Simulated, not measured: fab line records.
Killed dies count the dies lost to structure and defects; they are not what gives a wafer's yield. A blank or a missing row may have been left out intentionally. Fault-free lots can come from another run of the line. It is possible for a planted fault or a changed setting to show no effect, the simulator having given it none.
Code-filled problem report in 8D (eight disciplines) form / flow rit cmos / the parts of the form that need people (team, actions taken, sign-off) are left out

## 1. WHAT IS WRONG
M1_AL_RS at RIT_M1_RS_MEAS_01 reads a mean of 0.0791 ohm/sq on 3 wafers of 2 lots; wafers without a fault read 0.0734 ohm/sq with a standard deviation of 0.00079. That puts it +7.2 standard deviations away from the usual mean.
The step: measures by four-point-probe.
Seen first at day 5 13:45 on film metro-01, wafer L744.1. Wafers with a number at this step in the record: 18, from 6 lots. By rule, "out" or "out of limits" means more than 4 standard deviations away from the usual mean. Any other wafer with a number is counted as sound.

## 2. WHAT IT IS, WHAT IT ISN'T
question=which readings at this step | is=M1_AL_RS | is not=-
question=which lots | is=L744, L749 | is not=L733, L740, L745, L754
question=which wafers of those lots | is=L744.1, L749.2, L749.6 | is not=L744.2, L744.3, L749.1
question=read on which gauges | is=film metro-01, film metro-03 | is not=-
question=when | is=from day 5 13:45 | is not=up to then (8 sound wafers); but 7 sound wafers of L745, L749, L754 came after

## 3. THE SUSPECTS, EACH WITH WHAT RULES IT OUT
Counting: if a tool at a process step up to the reading ran every lot that is out, it stays a suspect. Sound lots after the first of them don't rule it out here, since some wafers of a struck lot are sound.
- the gauge at RIT_M1_RS_MEAS_01 has been ruled out. Those wafers that are out were read across 2 gauges (film metro-01, film metro-03).
- pvd sputter-04 at RIT_M1_SPUTTER_00 (material Al, target thk 400 nm, time 500 s): kept. Every lot that is out went through it, the first being L744 (day 5 13:28); the last sound lot it ran before that was L740 (day 4 17:14). On those wafers its own readings are out: cathode dc power W.
The count leaves pvd sputter-04 at RIT_M1_SPUTTER_00.

## 4. THE CAUSE (what the simulator had put in)
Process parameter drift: pvd sputter-04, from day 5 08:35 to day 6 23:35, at RIT_M1_SPUTTER_00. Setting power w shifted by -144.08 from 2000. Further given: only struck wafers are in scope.
After counting, this tool was the only one left.

## 5. SEQUENCE OF EFFECTS, ordered by route
One row per reading whose mean, taken over the struck wafers that have a number, lies over 3 standard deviations from the usual. Readings are gone through only where the record gives a usual standard deviation; hours: the median, over the lots, of the time from a lot's start at the first step in this table giving one to that lot's start at this step; sigmas: the change measured in usual standard deviations.
hours=0; step=RIT_M1_SPUTTER_00; reading=cathode dc power W; usual=1999.9 W; on struck wafers=1856.2; change=-143.7; sigmas=-99 or more
hours=0; step=RIT_M1_RS_MEAS_01; reading=M1_AL_RS; usual=0.0734 ohm/sq; on struck wafers=0.0791; change=+0.0057; sigmas=+7.2
hours=0; step=RIT_M1_THK_MEAS_02; reading=M1_AL_THK; usual=397 nm; on struck wafers=370; change=-27; sigmas=-5.3
hours=2; step=RIT_M1_METAL_ETCH_12; reading=oes product au; usual=0.785 a.u.; on struck wafers=0.739; change=-0.046; sigmas=-3.3
Its process steps:
- RIT_M1_SPUTTER_00: material Al, target thk 400 nm, time 500 s.
- RIT_M1_METAL_ETCH_12: etches Al in Cl2/BCl3, stops on SiO2, time 165 s, target depth 600 nm.
Later measuring or inspecting steps at which every struck wafer that the step has a row for has a number for every such reading, and none has moved that far: RIT_M1_CD_MEAS_09, RIT_M1_OVL_MEAS_10.

## 6. HOW IT WOULD HAVE BEEN CAUGHT EARLIER
5 hours passed between the start of the fault at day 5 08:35 and the first reading out of limits at a measuring or inspecting step in this record, taken at day 5 13:45.
Tool's own readings at RIT_M1_SPUTTER_00, cathode dc power W: out on all struck wafers the step has rows for; an alarm limit on them would have tripped on the first.
Of the lots that are out (2), L749 began RIT_M1_SPUTTER_00 on pvd sputter-04 after day 5 13:45. Putting the tool on hold at that point would have spared it.
